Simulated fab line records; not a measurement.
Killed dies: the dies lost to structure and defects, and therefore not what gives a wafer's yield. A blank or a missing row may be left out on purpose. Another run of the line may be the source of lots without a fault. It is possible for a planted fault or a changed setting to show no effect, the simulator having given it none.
Comparing a struck lot with a sound one ; flow rit-cmos ; 20 steps out of a route of 202
Sound: wafers L904.1, L904.2, L904.6. Wafers L903.1, L903.2, L903.5 were the ones struck. The cause comes at the end.
Order at every step that has rows: each side's tool, ch and its chambers, its first start. Under that, the readings that differ: sound wafers ; struck wafers ; difference of the means ; sigmas: that difference in standard deviations of wafers without a fault.
alike: same words and numbers on both sides, and readings whose means sit less than 2 such deviations apart. not compared: any withheld reading, any reading some wafer has no value for, any bound like >300 that may hide the same value, and any number with overlapping values for which the record gives no deviation.
A row with sigmas, a row that says differs or no value, or rows on one side alone: a step with any of these is where the two part. Numbers that don't overlap but have no deviation are shown without sigmas and don't part them. A reading that every wafer of one side lacks parts them only if that side has two wafers or more.

RIT_FOX1_THK_MEAS_01:
  sound on film-metro-01 at day 3 13:51; struck on film-metro-01 at day 3 08:59
  alike: FOX1_OXIDE_THK
then, 2 steps without rows for these wafers: RIT_FOX1_WET_ETCH_02 (etches SiO2 in BOE, target depth 350 nm, time 390 s); RIT_FOX2_OXIDATION_00 (target thk 350.7 nm, ox time 1130 s).
RIT_FOX2_THK_MEAS_01:
  sound on film-metro-04 at day 3 15:22; struck on film-metro-04 at day 3 10:49
  alike: FOX2_OXIDE_THK
then, 2 steps without rows for these wafers: RIT_FOX2_CLEAN_02 (cleans in dHF, time 180 s); RIT_FOX2_WET_ETCH_03 (etches Si3N4 in H3PO4, target depth 195 nm, time 2700 s).
RIT_FOX2_THK_MEAS_90:
  sound on film-metro-04 at day 3 16:15; struck on film-metro-04 at day 3 11:46
  alike: FIELD_OXIDE_LEFT_1_THK
then, 5 steps without rows for these wafers: RIT_NWELL_HMDS_00 (prime time 60 s); RIT_NWELL_COAT_01 (resist thk 1300 nm); RIT_NWELL_SOFTBAKE_02 (time 60 s); RIT_NWELL_EXPOSE_03 (exposes mask M2, target cd 43900 nm); RIT_NWELL_PEB_04.
RIT_NWELL_DEVELOP_05: develop time 68 s.
  sound on litho-track-01 ch 0, day 3 17:00; struck on litho-track-03 ch 0, day 3 12:00
  alike: exhaust-pa, resist-line-temp-C
RIT_NWELL_OVL_MEAS_06:
  sound on overlay-02 at day 3 17:11; struck on overlay-02 at day 3 12:43
  alike: NWELL_OVL
then, 2 steps without rows for these wafers: RIT_NWELL_HARDBAKE_07 (time 120 s); RIT_NWELL_IMPLANT_08.
RIT_NWELL_STRIP_09: strips in O2, time 180 s.
  sound on plasma-asher-02 ch 0,1, day 3 17:37; struck on plasma-asher-04 ch 0,1, day 3 13:09
  alike: drypump-motor-current-A
  not compared: rf-hours-counter-h
RIT_NWELL_TW_MEAS_10:
  sound on film-metro-02 at day 3 17:48; struck on film-metro-02 at day 3 13:19
reading;sound;struck;difference;sigmas
NWELL_TW;2154 2142 2158;2092 2081 2084;-66;-5
then, 1 step without rows for these wafers: RIT_PWELL_HMDS_00 (prime time 60 s).
RIT_M1_PROBE_99:
  sound on prober-02 at day 5 08:08; struck on prober-01 at day 5 03:26
reading;sound;struck;difference;sigmas
killed-at-contacts;0 0 0;0 0 1;+0;+2
killed-at-front-end;3 5 5;12 12 11;+7;+2
killed-dies;3 5 5;12 12 12;+8;+3
killed-short;2 2 3;9 7 4;+4;+2
  alike: killed-open

WHERE THEY PART
Earliest at RIT_NWELL_TW_MEAS_10; latest, in this record, at RIT_M1_PROBE_99.

WHY: what the simulator had put in
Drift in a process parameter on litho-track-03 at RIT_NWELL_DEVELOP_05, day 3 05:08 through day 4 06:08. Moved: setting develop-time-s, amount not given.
